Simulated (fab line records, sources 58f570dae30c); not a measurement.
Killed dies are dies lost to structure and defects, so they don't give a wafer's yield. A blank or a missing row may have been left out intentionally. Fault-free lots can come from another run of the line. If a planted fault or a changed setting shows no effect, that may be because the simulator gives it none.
Chamber matching -- flow berkeley cmos170 -- cmp-02 running UCB170_V1_CMP_02: 4 sister chambers
The step polishes SiO2. 4 wafers are shown with their chamber, then 10 later ones without.

WAFERS WITH THEIR CHAMBER
wafer,chamber,motor current A (A)
L705.5,2,18.5
L711.2,0,17.2
L716.1,3,16.7
L716.2,1,13.8

WAFERS MISSING THEIR CHAMBER
wafer,motor current A (A)
L716.4,18.0
L720.2,15.9
L720.3,13.4
L720.6,17.9
L719.1,16.9
L719.2,14.6
L719.4,17.1
L717.1,14.3
L717.2,18.2
L717.6,16.2

THE CHAMBER EACH PASSED THROUGH
wafer,from the rows above,in truth
L716.4,can't be placed: 2 or 0 or 3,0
L720.2,can't be placed: 3 or 0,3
L720.3,1,1
L720.6,can't be placed: 2 or 0 or 3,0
L719.1,can't be placed: 3 or 0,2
L719.2,1,1
L719.4,can't be placed: 0 or 3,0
L717.1,1,1
L717.2,can't be placed: 2 or 0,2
L717.6,can't be placed: 3 or 0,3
Correct placement for 3 of the 10. Unplaceable from these rows: 7, with the true chamber sitting among the candidates in 6. Number placed wrongly: 0.
How it was worked out, from the rows above alone: a wafer's distance from a chamber is the root of the sum, over the readings, of the square of ((its reading less the chamber's mean) divided by the reading's scatter). The wafer belongs to the nearest chamber; if the next one is less than 2 further off, it can't be placed. Each chamber's mean is taken over the wafers shown for it. The scatter: root of mean squared gap, hidden wafer to nearest shown wafer, with one shown wafer a chamber.
